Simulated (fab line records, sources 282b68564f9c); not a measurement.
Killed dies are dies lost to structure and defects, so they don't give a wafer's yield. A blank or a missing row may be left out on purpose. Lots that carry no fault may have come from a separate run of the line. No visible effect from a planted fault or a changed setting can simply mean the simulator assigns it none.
fab line records	flow rit_cmos
record lots=14	wafers=42	last_day=7
route steps=202 shown PLDD@123 NSD@141 CONTACT@179 M1@198
lots with no fault: from the same line, run without faults
start_h: hours from the record's opening day to when the first of the lot's shown wafers began	wait_h: hours elapsed since this lot's preceding step	" identical to the entry in the row above	L1.1+2: a row that stands for several wafers	- either no value or no given start	* or withheld: withheld	< > ~ a bound
route shown NAME@n: a module of which the file shows steps, and the number in the route of the first	usual: mean/standard deviation taken from wafers without a fault	same: alike in all rows	chamber/n: place in a boat	sites: per-site readings	_std_site: their standard deviation	_edge_site: the outer-site mean with the inner-site mean subtracted	radius_mm: for every site, how far away it sits from the centre of the wafer	mask NAME#n: copy n	behind: tool/chamber where the wafer was last shaped	hold: the reason the lot was held/the length of the hold in hours/how it ended	device: names the non-switching transistor (n, p or np)	end of line: the same wafers' tests at the end of the route	a step with no rows: only its recipe	killed: dies lost to structure and defects at the first sort, not the wafer's yield	map: dies across one wafer; x = killed, . = not, _ = none there
set.NAME: the setting that was run; set.NAME@STEP: the one run at that earlier step	model.NAME: the simulator's own value behind a step, which no gauge read
steps of the route over a sample of lots; a table a step, a row a wafer
services: a tool's chamber out of use, with start hour (start_h, from the record's first day; less than 0 if before it), hours out, and reason
## steps
# step RIT_PLDD_STRIP_09
# recipe chemistry=O2	time_s=180	resist=NOVOLAK	platen_temp_c=withheld	power_w=500	pressure_mtorr=4000	o2_flow_sccm=4000
# usual drypump_motor_current_A=5.7/0.48
lot.wafer	tool	chamber	start_h	wait_h	drypump_motor_current_A	rf_hours_counter_h
L313.1	plasma_asher-01	1	44.60	0.1	6.1	41
L313.3	"	1	"	"	6.1	-
L313.5	"	0	"	"	5.4	-
L314.1	plasma_asher-01	1	49.79	0.1	6.1	42
L314.2	"	0	"	"	5.4	42
L314.4	"	1	"	"	6.1	-
L315.2	plasma_asher-02	1	54.00	0.1	4.9	24
L315.3	"	1	"	"	4.9	-
L315.4	"	0	"	"	6.1	-
L316.1	plasma_asher-04	0	62.58	0.1	5.9	40
L316.4	"	1	"	"	5.7	-
L316.6	"	0	"	"	5.9	-
L317.1	plasma_asher-04	1	64.27	0.1	5.7	40
L317.3	"	1	"	"	5.7	-
L317.4	"	0	"	"	5.9	-
L319.2	plasma_asher-02	0	73.92	0.1	6.1	26
L319.3	"	0	"	"	6.1	-
L319.4	"	1	"	"	4.9	-
L320.3	plasma_asher-04	1	77.79	0.1	5.7	-
L320.4	"	0	"	"	5.9	-
L320.5	"	0	"	"	5.9	-
L324.1	plasma_asher-01	1	98.29	0.1	6.1	47
L324.5	"	1	"	"	6.2	-
L324.6	"	0	"	"	5.4	-
L325.2	plasma_asher-02	0	105.06	0.1	6.1	30
L325.4	"	1	"	"	4.9	-
L325.5	"	1	"	"	4.9	-
L329.1	plasma_asher-02	1	122.42	0.1	4.9	32
L329.3	"	1	"	"	4.9	-
L329.5	"	1	"	"	4.9	-
L332.1	plasma_asher-01	1	138.85	0.1	6.1	51
L332.5	"	1	"	"	6.1	-
L332.6	"	0	"	"	5.4	-
L333.2	plasma_asher-02	1	143.33	0.1	4.9	34
L333.3	"	0	"	"	6.1	-
L333.6	"	1	"	"	4.9	-
L335.1	plasma_asher-02	0	152.53	0.1	6.1	36
L335.2	"	1	"	"	4.9	36
L335.6	"	0	"	"	6.1	-
L336.2	plasma_asher-02	1	160.14	0.1	4.9	36
L336.4	"	1	"	"	4.9	-
L336.5	"	0	"	"	6.1	-
# step RIT_NSD_TW_MEAS_10
# usual NSD_TW=3100/51
lot.wafer	tool	chamber	start_h	wait_h	NSD_TW
L313.1	film_metro-04	-	48.78	0.1	3110
L313.3	"	-	"	"	3116
L313.5	"	-	"	"	3124
L314.1	film_metro-01	-	53.88	0.1	3035
L314.2	"	-	"	"	3024
L314.4	"	-	"	"	3020
L315.2	film_metro-01	-	58.68	0.1	3022
L315.3	"	-	"	"	3034
L315.4	"	-	"	"	3021
L316.1	film_metro-04	-	66.86	0.1	3154
L316.4	"	-	"	"	3118
L316.6	"	-	"	"	3126
L317.1	film_metro-02	-	68.74	0.1	3127
L317.3	"	-	"	"	3144
L317.4	"	-	"	"	3138
L319.2	film_metro-04	-	78.05	0.1	3151
L319.3	"	-	"	"	3138
L319.4	"	-	"	"	3138
L320.3	film_metro-04	-	82.00	0.1	3145
L320.4	"	-	"	"	3143
L320.5	"	-	"	"	3147
L324.1	film_metro-02	-	102.38	0.1	3135
L324.5	"	-	"	"	3139
L324.6	"	-	"	"	3127
L325.2	film_metro-02	-	109.28	0.1	3144
L325.4	"	-	"	"	3138
L325.5	"	-	"	"	3135
L329.1	film_metro-04	-	126.78	0.1	3145
L329.3	"	-	"	"	3145
L329.5	"	-	"	"	3125
L332.1	film_metro-01	-	143.06	0.1	3044
L332.5	"	-	"	"	3042
L332.6	"	-	"	"	3047
L333.2	film_metro-01	-	148.10	0.1	3044
L333.3	"	-	"	"	3035
L333.6	"	-	"	"	3028
L335.1	film_metro-01	-	156.62	0.1	3043
L335.2	"	-	"	"	3042
L335.6	"	-	"	"	3051
L336.2	film_metro-01	-	164.24	0.1	3026
L336.4	"	-	"	"	3042
L336.5	"	-	"	"	3056
# step RIT_CONTACT_ETCH_11
# recipe target_depth_a=4800	over_etch_frac=0.2	stop_on=TiSi2	chemistry=CHF3/CF4/Ar	target=SiO2	CHF3_flow_sccm=50	cf4_flow_sccm=10	Ar_flow_sccm=100	O2_flow_sccm=5	pressure_mtorr=100	rf_w=200	time_s=320
# usual drypump_motor_current_A=5.8/0.45	oes_product_au=0.985/0.018	run_length_s=348.5/0.42	throttle_valve_pct=8.90/0.11
lot.wafer	tool	chamber	start_h	wait_h	drypump_motor_current_A	oes_product_au	rf_hours_counter_h	run_length_s	throttle_valve_pct
L313.1	rie_diel-03	0	53.63	0.1	6.4	0.986	85	347.8	8.91
L313.3	"	3	"	"	5.8	0.953	96	349.3	8.75
L313.5	"	0	"	"	6.4	0.986	-	348.5	8.92
L314.1	rie_diel-04	2	58.20	0.1	6.1	0.973	13	348.6	8.92
L314.2	"	3	"	"	5.5	0.992	15	348.7	9.00
L314.4	"	0	"	"	5.9	0.975	6	348.2	8.99
L315.2	rie_diel-01	0	63.27	0.1	4.9	0.996	135	348.0	8.85
L315.3	"	3	"	"	5.6	0.963	84	348.4	8.82
L315.4	"	1	"	"	5.9	1.012	109	349.2	9.00
L316.1	rie_diel-04	2	71.21	0.1	6.1	0.979	14	348.4	8.92
L316.4	"	3	"	"	5.5	1.002	15	348.5	8.98
L316.6	"	1	"	"	5.9	1.004	-	349.2	8.96
L317.1	rie_diel-03	2	73.18	0.1	5.6	1.016	75	349.1	9.01
L317.3	"	0	"	"	6.4	0.983	86	347.8	8.93
L317.4	"	1	"	"	6.7	0.982	6	348.4	8.87
L319.2	rie_diel-01	1	82.59	0.1	5.9	1.010	110	348.9	9.00
L319.3	"	0	"	"	4.9	1.000	135	348.2	8.85
L319.4	"	3	"	"	5.7	0.970	84	349.0	8.83
L320.3	rie_diel-04	1	86.63	0.1	5.9	0.994	5	348.9	8.95
L320.4	"	2	"	"	6.1	0.977	14	348.6	8.92
L320.5	"	1	"	"	5.9	0.997	-	349.0	8.96
L324.1	rie_diel-04	1	106.67	0.1	5.9	0.988	6	476.8	8.96
L324.5	"	3	"	"	5.6	0.982	-	476.6	8.95
L324.6	"	0	"	"	6.0	0.970	-	476.2	9.00
L325.2	rie_diel-04	3	113.58	0.1	5.5	0.984	16	476.8	8.96
L325.4	"	1	"	"	5.8	0.983	6	476.8	8.96
L325.5	"	3	"	"	5.6	0.980	-	476.8	8.97
L329.1	rie_diel-01	3	131.21	0.1	5.7	0.963	85	349.1	8.82
L329.3	"	2	"	"	5.2	0.964	43	348.8	8.66
L329.5	"	0	"	"	4.8	0.999	-	347.9	8.85
L332.1	rie_diel-01	1	147.75	0.1	5.9	1.011	111	348.5	9.02
L332.5	"	2	"	"	5.2	0.962	-	348.6	8.66
L332.6	"	3	"	"	5.7	0.961	-	348.4	8.82
L333.2	rie_diel-03	3	152.62	0.1	5.8	0.955	98	348.9	8.75
L333.3	"	2	"	"	5.6	1.009	76	349.2	9.03
L333.6	"	0	"	"	6.4	0.993	-	348.1	8.91
L335.1	rie_diel-01	2	160.91	0.1	5.2	0.957	43	349.1	8.66
L335.2	"	0	"	"	4.9	0.997	137	347.8	8.83
L335.6	"	2	"	"	5.3	0.955	-	349.1	8.65
L336.2	rie_diel-01	1	168.65	0.1	5.9	1.017	111	349.1	9.00
L336.4	"	2	"	"	5.2	0.952	44	349.2	8.66
L336.5	"	1	"	"	5.9	1.013	-	349.2	9.00
# step RIT_M1_STRIP_14
# recipe chemistry=O2	time_s=180	platen_temp_c=withheld	power_w=500	pressure_mtorr=4000	o2_flow_sccm=4000
# usual drypump_motor_current_A=5.7/0.44
lot.wafer	tool	chamber	start_h	wait_h	drypump_motor_current_A	rf_hours_counter_h
L313.1	plasma_asher-01	0	56.57	0.0	5.4	42
L313.3	"	0	"	"	5.4	-
L313.5	"	1	"	"	6.1	-
L314.1	plasma_asher-02	0	61.33	0.0	6.1	25
L314.2	"	1	"	"	4.9	25
L314.4	"	0	"	"	6.1	-
L315.2	plasma_asher-04	0	66.24	0.0	5.9	41
L315.3	"	0	"	"	5.9	-
L315.4	"	1	"	"	5.7	-
L316.1	plasma_asher-01	1	74.38	0.0	6.2	44
L316.4	"	1	"	"	6.1	-
L316.6	"	1	"	"	6.1	-
L317.1	plasma_asher-04	1	76.28	0.0	5.7	42
L317.3	"	1	"	"	5.7	-
L317.4	"	0	"	"	6.0	-
L319.2	plasma_asher-01	0	85.70	0.0	5.4	46
L319.3	"	0	"	"	5.4	-
L319.4	"	1	"	"	6.1	-
L320.3	plasma_asher-02	1	89.89	0.1	4.9	-
L320.4	"	0	"	"	6.1	-
L320.5	"	0	"	"	6.1	-
L324.1	plasma_asher-02	0	109.65	0.0	6.1	30
L324.5	"	0	"	"	6.1	-
L324.6	"	1	"	"	4.9	-
L325.2	plasma_asher-01	1	116.85	0.0	6.2	49
L325.4	"	1	"	"	6.2	-
L325.5	"	0	"	"	5.4	-
L329.1	plasma_asher-02	1	134.15	0.0	4.9	33
L329.3	"	0	"	"	6.1	-
L329.5	"	1	"	"	4.9	-
L332.1	plasma_asher-02	1	150.83	0.0	4.9	35
L332.5	"	0	"	"	6.1	-
L332.6	"	1	"	"	4.9	-
L333.2	plasma_asher-04	1	155.69	0.0	5.7	5
L333.3	"	1	"	"	5.6	-
L333.6	"	0	"	"	5.9	-
L335.1	plasma_asher-01	1	163.85	0.0	6.1	53
L335.2	"	0	"	"	5.4	53
L335.6	"	1	"	"	6.1	-
L336.2	plasma_asher-01	1	171.71	0.0	6.1	54
L336.4	"	1	"	"	6.1	-
L336.5	"	0	"	"	5.4	-
# step RIT_M1_PROBE_99
# usual killed_at_M0_to_M3=0.0/0.083	killed_at_contacts=0.1/0.32	killed_at_front_end=7/3	killed_dies=7/3	killed_open=3.4/2.2	killed_short=3.3/1.8
# same gross_dies=264	killed_at_M4_up=0	killed_at_back_side=0	killed_at_other=0
lot.wafer	tool	chamber	start_h	wait_h	killed_at_M0_to_M3	killed_at_contacts	killed_at_front_end	killed_dies	killed_open	killed_short
L313.1	prober-01	-	58.48	0.1	0	0	4	4	3	1
L313.3	prober-01	-	58.58	0.2	0	0	5	5	2	3
L313.5	prober-01	-	58.68	0.2	0	0	5	5	2	3
L314.1	prober-02	-	64.36	0.1	0	0	3	3	2	1
L314.2	prober-02	-	64.41	0.1	0	1	5	6	3	3
L314.4	prober-02	-	64.51	0.2	0	0	12	12	7	5
L315.2	prober-01	-	68.51	0.1	0	0	10	10	6	4
L315.3	prober-01	-	68.56	0.2	0	0	6	6	4	2
L315.4	prober-01	-	68.61	0.2	0	2	5	7	2	5
L316.1	prober-02	-	76.29	0.1	0	0	5	5	1	4
L316.4	prober-02	-	76.44	0.2	0	0	7	7	5	2
L316.6	prober-02	-	76.54	0.2	0	0	4	4	1	3
L317.1	prober-01	-	78.19	0.1	0	0	14	14	8	6
L317.3	prober-01	-	78.29	0.2	0	0	5	5	2	3
L317.4	prober-01	-	78.34	0.2	0	0	6	6	4	2
L319.2	prober-01	-	87.67	0.1	0	0	5	5	2	3
L319.3	prober-01	-	87.72	0.2	0	0	7	7	3	4
L319.4	prober-01	-	87.77	0.2	0	0	10	10	5	5
L320.3	prober-02	-	91.84	0.2	0	0	12	12	7	5
L320.4	prober-02	-	91.89	0.2	0	0	4	4	1	3
L320.5	prober-02	-	91.94	0.2	0	0	7	7	2	5
L324.1	prober-02	-	111.57	0.1	0	0	7	7	5	2
L324.5	prober-02	-	111.77	0.2	0	0	1	1	0	1
L324.6	prober-02	-	111.82	0.2	0	0	9	9	5	4
L325.2	prober-01	-	119.56	0.1	0	0	5	5	5	0
L325.4	prober-01	-	119.66	0.2	0	0	4	4	1	3
L325.5	prober-01	-	119.71	0.2	0	0	7	7	3	4
L329.1	prober-01	-	136.07	0.1	0	0	10	10	7	3
L329.3	prober-01	-	136.17	0.2	0	0	1	1	1	0
L329.5	prober-01	-	136.27	0.2	0	0	4	4	3	1
L332.1	prober-02	-	152.74	0.1	1	0	7	8	3	5
L332.5	prober-02	-	152.94	0.2	0	1	6	7	5	2
L332.6	prober-02	-	152.99	0.2	0	0	6	6	4	2
L333.2	prober-01	-	158.64	0.1	0	0	11	11	6	5
L333.3	prober-01	-	158.69	0.2	0	0	8	8	4	4
L333.6	prober-01	-	158.84	0.2	0	0	6	6	3	3
L335.1	prober-01	-	165.76	0.1	0	0	6	6	3	3
L335.2	prober-01	-	165.81	0.1	0	0	6	6	1	5
L335.6	prober-01	-	166.01	0.2	0	0	9	9	4	5
L336.2	prober-02	-	173.67	0.1	0	0	9	9	5	4
L336.4	prober-02	-	173.77	0.2	0	0	8	8	5	3
L336.5	prober-02	-	173.82	0.2	0	0	15	15	11	4
# killed by level:class
L313.1 GATE:geometric_particle:open=2 FOX1:geometric_particle:short=1 SILICIDE:geometric_particle:open=1
L313.3 GATE:geometric_particle:short=3 FOX2:geometric_particle:open=1 GATE:geometric_particle:open=1
L313.5 FOX2:geometric_particle:short=2 GATE:geometric_particle:open=2 FOX1:geometric_particle:short=1
L314.1 GATE:geometric_particle:open=2 GATE:geometric_particle:short=1
L314.2 GATE:geometric_particle:open=2 FOX1:geometric_particle:short=1 GATE:geometric_particle:short=1 REOX:geometric_particle:short=1 CONTACT:geometric_particle:open=1
L314.4 GATE:geometric_particle:short=4 GATE:geometric_particle:open=3 SPACER:geometric_particle:open=2 SILICIDE:geometric_particle:open=2 SPACER:geometric_particle:short=1
L315.2 GATE:geometric_particle:open=3 GATE:geometric_particle:short=2 FOX1:geometric_particle:open=1 FOX1:geometric_particle:short=1 FOX2:geometric_particle:open=1 SILICIDE:geometric_particle:open=1 SILICIDE:geometric_particle:short=1
L315.3 FOX1:geometric_particle:open=3 FOX1:geometric_particle:short=1 GATE:geometric_particle:short=1 GATE:geometric_particle:open=1
L315.4 GATE:geometric_particle:short=1 REOX:geometric_particle:short=1 SPACER:geometric_particle:short=1 SPACER:geometric_particle:open=1 SILICIDE:geometric_particle:short=1 CONTACT:geometric_particle:short=1 CONTACT:geometric_particle:open=1
L316.1 FOX1:geometric_particle:short=2 GATE:geometric_particle:short=1 REOX:geometric_particle:short=1 SILICIDE:geometric_particle:open=1
L316.4 GATE:geometric_particle:open=3 FOX1:geometric_particle:short=1 FOX1:geometric_particle:open=1 REOX:geometric_particle:open=1 SPACER:geometric_particle:short=1
L316.6 GATE:geometric_particle:short=3 SPACER:geometric_particle:open=1
L317.1 SILICIDE:geometric_particle:open=3 FOX1:geometric_particle:short=2 GATE:geometric_particle:open=2 GATE:geometric_particle:short=2 SPACER:geometric_particle:open=2 ACTIVE:geometric_particle:short=1 REOX:geometric_particle:open=1 SILICIDE:geometric_particle:short=1
L317.3 GATE:geometric_particle:short=2 FOX1:geometric_particle:open=1 FOX1:geometric_particle:short=1 FOX2:geometric_particle:open=1
L317.4 SILICIDE:geometric_particle:open=2 FOX2:geometric_particle:short=1 FOX2:geometric_particle:open=1 GATE:geometric_particle:short=1 GATE:geometric_particle:open=1
L319.2 GATE:geometric_particle:short=2 FOX1:geometric_particle:short=1 FOX1:geometric_particle:open=1 GATE:geometric_particle:open=1
L319.3 SPACER:geometric_particle:short=3 GATE:geometric_particle:short=1 GATE:geometric_particle:open=1 SPACER:geometric_particle:open=1 SILICIDE:geometric_particle:open=1
L319.4 GATE:geometric_particle:short=3 GATE:geometric_particle:open=2 SPACER:geometric_particle:short=2 REOX:geometric_particle:open=1 SPACER:geometric_particle:open=1 SILICIDE:geometric_particle:open=1
L320.3 GATE:geometric_particle:open=2 GATE:geometric_particle:short=2 REOX:geometric_particle:open=2 SILICIDE:geometric_particle:open=2 REOX:geometric_particle:short=1 SPACER:geometric_particle:short=1 SPACER:geometric_particle:open=1 SILICIDE:geometric_particle:short=1
L320.4 FOX1:geometric_particle:short=1 GATE:geometric_particle:short=1 SPACER:geometric_particle:short=1 SILICIDE:geometric_particle:open=1
L320.5 GATE:geometric_particle:short=2 GATE:geometric_particle:open=2 FOX1:geometric_particle:short=1 SPACER:geometric_particle:short=1 SILICIDE:geometric_particle:short=1
L324.1 GATE:geometric_particle:open=4 GATE:geometric_particle:short=1 SILICIDE:geometric_particle:short=1 SILICIDE:geometric_particle:open=1
L324.5 REOX:geometric_particle:short=1
L324.6 FOX1:geometric_particle:open=2 GATE:geometric_particle:short=2 GATE:geometric_particle:open=2 REOX:geometric_particle:open=1 SPACER:geometric_particle:short=1 SILICIDE:geometric_particle:short=1
L325.2 FOX2:geometric_particle:open=2 FOX1:geometric_particle:open=1 GATE:geometric_particle:open=1 SPACER:geometric_particle:open=1
L325.4 GATE:geometric_particle:short=1 REOX:geometric_particle:short=1 SPACER:geometric_particle:short=1 SILICIDE:geometric_particle:open=1
L325.5 GATE:geometric_particle:open=3 GATE:geometric_particle:short=2 FOX1:geometric_particle:short=1 REOX:geometric_particle:short=1
L329.1 GATE:geometric_particle:open=3 SPACER:geometric_particle:short=2 SILICIDE:geometric_particle:open=2 FOX1:geometric_particle:open=1 GATE:geometric_particle:short=1 SPACER:geometric_particle:open=1
L329.3 GATE:geometric_particle:open=1
L329.5 GATE:geometric_particle:open=2 GATE:geometric_particle:short=1 SPACER:geometric_particle:open=1
L332.1 SPACER:geometric_particle:open=2 FOX1:geometric_particle:short=1 GATE:geometric_particle:short=1 REOX:geometric_particle:short=1 REOX:geometric_particle:open=1 SILICIDE:geometric_particle:short=1 M1:geometric_particle:short=1
L332.5 FOX1:geometric_particle:short=2 SPACER:geometric_particle:open=2 FOX1:geometric_particle:open=1 SILICIDE:geometric_particle:open=1 CONTACT:geometric_particle:open=1
L332.6 SILICIDE:geometric_particle:open=2 FOX1:geometric_particle:open=1 FOX1:geometric_particle:short=1 FOX2:geometric_particle:short=1 REOX:geometric_particle:open=1
L333.2 FOX1:geometric_particle:short=2 GATE:geometric_particle:open=2 SILICIDE:geometric_particle:open=2 FOX1:geometric_particle:open=1 FOX2:geometric_particle:short=1 GATE:geometric_particle:short=1 REOX:geometric_particle:open=1 SILICIDE:geometric_particle:short=1
L333.3 GATE:geometric_particle:open=2 SPACER:geometric_particle:short=2 FOX2:geometric_particle:open=1 FOX2:geometric_particle:short=1 GATE:geometric_particle:short=1 SILICIDE:geometric_particle:open=1
L333.6 GATE:geometric_particle:short=1 REOX:geometric_particle:open=1 REOX:geometric_particle:short=1 SPACER:geometric_particle:open=1 SILICIDE:geometric_particle:short=1 SILICIDE:geometric_particle:open=1
L335.1 GATE:geometric_particle:open=2 GATE:geometric_particle:short=2 FOX1:geometric_particle:short=1 SILICIDE:geometric_particle:open=1
L335.2 SPACER:geometric_particle:short=2 SILICIDE:geometric_particle:short=2 GATE:geometric_particle:open=1 GATE:geometric_particle:short=1
L335.6 FOX1:geometric_particle:open=2 GATE:geometric_particle:short=2 REOX:geometric_particle:open=2 SILICIDE:geometric_particle:short=2 REOX:geometric_particle:short=1
L336.2 REOX:geometric_particle:open=2 FOX1:geometric_particle:open=1 GATE:geometric_particle:short=1 REOX:geometric_particle:short=1 SPACER:geometric_particle:open=1 SPACER:geometric_particle:short=1 SILICIDE:geometric_particle:short=1 SILICIDE:geometric_particle:open=1
L336.4 REOX:geometric_particle:open=3 SILICIDE:geometric_particle:short=2 FOX1:geometric_particle:open=1 FOX2:geometric_particle:open=1 GATE:geometric_particle:short=1
L336.5 REOX:geometric_particle:open=4 FOX1:geometric_particle:open=2 GATE:geometric_particle:open=2 SPACER:geometric_particle:open=2 FOX1:geometric_particle:short=1 FOX2:geometric_particle:short=1 FOX2:geometric_particle:open=1 GATE:geometric_particle:short=1
## services
tool	chamber	start_h	hours	kind
plasma_asher-02	-	24.19	15.5	repair
rie_diel-04	-	27.08	0.7	repair
rie_diel-01	0	39.66	4.8	repair
rie_diel-04	-	91.05	0.8	repair
plasma_asher-04	-	108.75	9.0	pm
plasma_asher-04	0	108.75	9.0	vent_cycle
plasma_asher-04	1	108.75	9.0	vent_cycle
plasma_asher-04	0	117.75	-	clean
plasma_asher-04	1	117.75	-	clean
rie_diel-04	1	138.73	7.1	repair
plasma_asher-01	-	141.83	6.1	repair
plasma_asher-01	-	142.26	2.1	repair
rie_diel-03	-	163.38	0.5	repair
rie_diel-03	1	164.61	7.6	repair
## key
first_sign step=RIT_CONTACT_ETCH_11	reading=run_length_s	direction=up	sigmas=99+	usual=*	struck=*
effect none on later readings
met_at RIT_CONTACT_ETCH_11
struck_lots L324,L325
tester_left_out L324,L325
not_acting_at RIT_PLDD_STRIP_09,RIT_NSD_TW_MEAS_10,RIT_M1_STRIP_14
onset_between 86.63 106.67
fault kind=process_parameter_drift	tool=rie_diel-04	chamber=-	onset_h=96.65	steps=RIT_CONTACT_ETCH_11	channel=time_s	offset=*	shape=step	end_h=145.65	acts_in=*	stated=*
# tester_left_out: of these lots the tester's yield and bins aren't shown, on N5 and GAA mostly nor the transistor test; their killed dies are dies lost to structure and defects alone, not to doping, threshold or leakage, so they don't give the yield
